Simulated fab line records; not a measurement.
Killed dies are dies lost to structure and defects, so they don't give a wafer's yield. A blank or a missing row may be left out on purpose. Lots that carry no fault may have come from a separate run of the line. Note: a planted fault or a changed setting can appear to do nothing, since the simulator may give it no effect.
Chamber matching / flow ritCmos / rieSi-02 running RIT_GATE_ETCH_19: 4 sister chambers
The step etches poly-Si in SF6/CHF3/O2, stops on SiO2, time 165 s, target depth 312.5 nm. 18 wafers are shown with their chamber, then 9 later ones without.

== EACH WAFER AND ITS CHAMBER ==
wafer=L333.1; chamber=1; drypumpMotorCurrentA (A)=6.0; throttleValvePct (%)=10.28; oesProductAu (a.u.)=0.874
wafer=L333.2; chamber=0; drypumpMotorCurrentA (A)=5.7; throttleValvePct (%)=10.28; oesProductAu (a.u.)=0.836
wafer=L333.6; chamber=1; drypumpMotorCurrentA (A)=6.0; throttleValvePct (%)=10.28; oesProductAu (a.u.)=0.866
wafer=L335.1; chamber=0; drypumpMotorCurrentA (A)=5.7; throttleValvePct (%)=10.28; oesProductAu (a.u.)=0.834
wafer=L335.3; chamber=3; drypumpMotorCurrentA (A)=5.6; throttleValvePct (%)=10.35; oesProductAu (a.u.)=0.851
wafer=L335.6; chamber=0; drypumpMotorCurrentA (A)=5.7; throttleValvePct (%)=10.28; oesProductAu (a.u.)=0.825
wafer=L337.1; chamber=1; drypumpMotorCurrentA (A)=6.0; throttleValvePct (%)=10.30; oesProductAu (a.u.)=0.875
wafer=L337.3; chamber=3; drypumpMotorCurrentA (A)=5.6; throttleValvePct (%)=10.36; oesProductAu (a.u.)=0.873
wafer=L337.5; chamber=1; drypumpMotorCurrentA (A)=6.0; throttleValvePct (%)=10.28; oesProductAu (a.u.)=0.864
wafer=L339.3; chamber=0; drypumpMotorCurrentA (A)=5.7; throttleValvePct (%)=10.27; oesProductAu (a.u.)=0.831
wafer=L339.5; chamber=2; drypumpMotorCurrentA (A)=5.0; throttleValvePct (%)=10.18; oesProductAu (a.u.)=0.846
wafer=L339.6; chamber=3; drypumpMotorCurrentA (A)=5.6; throttleValvePct (%)=10.36; oesProductAu (a.u.)=0.849
wafer=L341.1; chamber=2; drypumpMotorCurrentA (A)=4.9; throttleValvePct (%)=10.19; oesProductAu (a.u.)=0.874
wafer=L341.4; chamber=3; drypumpMotorCurrentA (A)=5.6; throttleValvePct (%)=10.36; oesProductAu (a.u.)=0.858
wafer=L341.5; chamber=0; drypumpMotorCurrentA (A)=5.7; throttleValvePct (%)=10.28; oesProductAu (a.u.)=0.835
wafer=L343.1; chamber=0; drypumpMotorCurrentA (A)=5.7; throttleValvePct (%)=10.28; oesProductAu (a.u.)=0.822
wafer=L343.3; chamber=1; drypumpMotorCurrentA (A)=6.0; throttleValvePct (%)=10.29; oesProductAu (a.u.)=0.863
wafer=L343.5; chamber=3; drypumpMotorCurrentA (A)=5.6; throttleValvePct (%)=10.37; oesProductAu (a.u.)=0.856

SIGNATURES (averages over the wafers above)
reading=drypumpMotorCurrentA; chamber 0=5.700; chamber 1=6.000; chamber 2=4.950; chamber 3=5.600; scatter within a chamber=0.0189
reading=throttleValvePct; chamber 0=10.2783; chamber 1=10.2860; chamber 2=10.1850; chamber 3=10.3600; scatter within a chamber=0.00683
reading=oesProductAu; chamber 0=0.83050; chamber 1=0.86840; chamber 2=0.86000; chamber 3=0.85740; scatter within a chamber=0.00864
Rule: a wafer's distance from a chamber is the root of the sum, over the readings, of the square of ((its reading less the chamber's mean) divided by the reading's scatter). The wafer belongs to the nearest chamber; if the next one is less than 2 further off, it can't be placed. How the scatter is found: for the shown wafers, subtract from each reading the mean of its chamber, square and add these, divide the total by (wafers less chambers), then take the root.

== WAFERS WHOSE CHAMBER IS MISSING ==
wafer=L345.3; drypumpMotorCurrentA (A)=6.0; throttleValvePct (%)=10.27; oesProductAu (a.u.)=0.916
wafer=L345.4; drypumpMotorCurrentA (A)=5.7; throttleValvePct (%)=10.29; oesProductAu (a.u.)=0.878
wafer=L345.5; drypumpMotorCurrentA (A)=4.9; throttleValvePct (%)=10.19; oesProductAu (a.u.)=0.901
wafer=L347.1; drypumpMotorCurrentA (A)=5.6; throttleValvePct (%)=10.36; oesProductAu (a.u.)=0.904
wafer=L347.5; drypumpMotorCurrentA (A)=5.7; throttleValvePct (%)=10.28; oesProductAu (a.u.)=0.879
wafer=L347.6; drypumpMotorCurrentA (A)=6.0; throttleValvePct (%)=10.29; oesProductAu (a.u.)=0.909
wafer=L351.3; drypumpMotorCurrentA (A)=6.0; throttleValvePct (%)=10.29; oesProductAu (a.u.)=0.860
wafer=L351.4; drypumpMotorCurrentA (A)=4.9; throttleValvePct (%)=10.17; oesProductAu (a.u.)=0.863
wafer=L351.5; drypumpMotorCurrentA (A)=6.0; throttleValvePct (%)=10.29; oesProductAu (a.u.)=0.863

== WHICH CHAMBER EACH WENT THROUGH ==
wafer=L345.3; from the rows above=1; in truth=1
wafer=L345.4; from the rows above=0; in truth=0
wafer=L345.5; from the rows above=2; in truth=2
wafer=L347.1; from the rows above=3; in truth=3
wafer=L347.5; from the rows above=0; in truth=0
wafer=L347.6; from the rows above=1; in truth=1
wafer=L351.3; from the rows above=1; in truth=1
wafer=L351.4; from the rows above=2; in truth=2
wafer=L351.5; from the rows above=1; in truth=1
Correctly placed: 9 of 9. Number that these rows cannot place: 0. Number placed wrongly: 0.
